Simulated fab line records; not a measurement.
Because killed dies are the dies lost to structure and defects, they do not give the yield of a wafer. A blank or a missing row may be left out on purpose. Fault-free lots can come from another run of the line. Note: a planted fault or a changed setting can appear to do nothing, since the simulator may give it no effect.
The tool behind it: which one? ; flow berkeley-cmos170 ; Sampling: 7 lots, 21 wafers, 3 of 331 route steps

== WHAT EACH GAUGE READ, for each wafer ==
UCB170_M3_OVL_MEAS_16.
lot;measured;on;M3_OVL (nm)
L345;day 8 16:56;overlay-02;7 1 2
L348;day 9 10:54;overlay-02;6 7 6
L346;day 9 15:28;overlay-02;4 10 4
L355;day 10 17:55;overlay-02;2 2 3
L358;day 11 10:23;overlay-01;4 10 15
L364;day 12 01:40;overlay-02;1 9 7
L367;day 13 04:44;overlay-01;-1 0 -3

== EACH LOT AND THE TOOL THAT RAN IT (in order: tool; ch and the chambers of the sampled wafers; start) ==
lot;UCB170_V1_CVD_00;UCB170_V1_STRIP_15
L345;pecvd-04 ch 0,1,2, day 7 23:55;plasma-asher-04 ch 0,1, day 8 04:53
L348;pecvd-04 ch 0,2, day 8 22:23;plasma-asher-02 ch 0,1, day 9 01:27
L346;pecvd-02 ch 0,1,2, day 8 22:32;plasma-asher-02 ch 0,1, day 9 02:06
L355;pecvd-03 ch 1,2, day 10 07:25;plasma-asher-04 ch 0,1, day 10 09:59
L358;pecvd-04 ch 0,1,2, day 10 18:21;plasma-asher-02 ch 0,1, day 10 23:33
L364;pecvd-04 ch 0,2, day 11 12:06;plasma-asher-04 ch 0,1, day 11 14:28
L367;pecvd-02 ch 0,2, day 12 12:55;plasma-asher-02 ch 0,1, day 12 16:21
- UCB170_V1_CVD_00: deposits SiO2 from TEOS/O2, target thk 2000 nm, time 250 s.
- UCB170_V1_STRIP_15: strips in O2.

== THE ANSWER, worked out from the rows above alone ==
Rule: what is usual is taken from the lots themselves. The widest of any qualifying gaps counts: lots, ordered by their means at a reading, are off when they make up no more than a third of the lots, leave a main group of 4 or more, and stand apart from it by 3 or more times the standard deviation of that group's means. A main group whose means are all the same, to the digits that the tables above print for the reading, isn't used. A lot without any number at a reading at which 4 lots or more have one is off too. All remaining lots with rows at the step are treated as sound.
No lot is off on any of the readings shown, so nothing can be concluded from this.

== WHAT WAS PUT IN BY THE SIMULATOR ==
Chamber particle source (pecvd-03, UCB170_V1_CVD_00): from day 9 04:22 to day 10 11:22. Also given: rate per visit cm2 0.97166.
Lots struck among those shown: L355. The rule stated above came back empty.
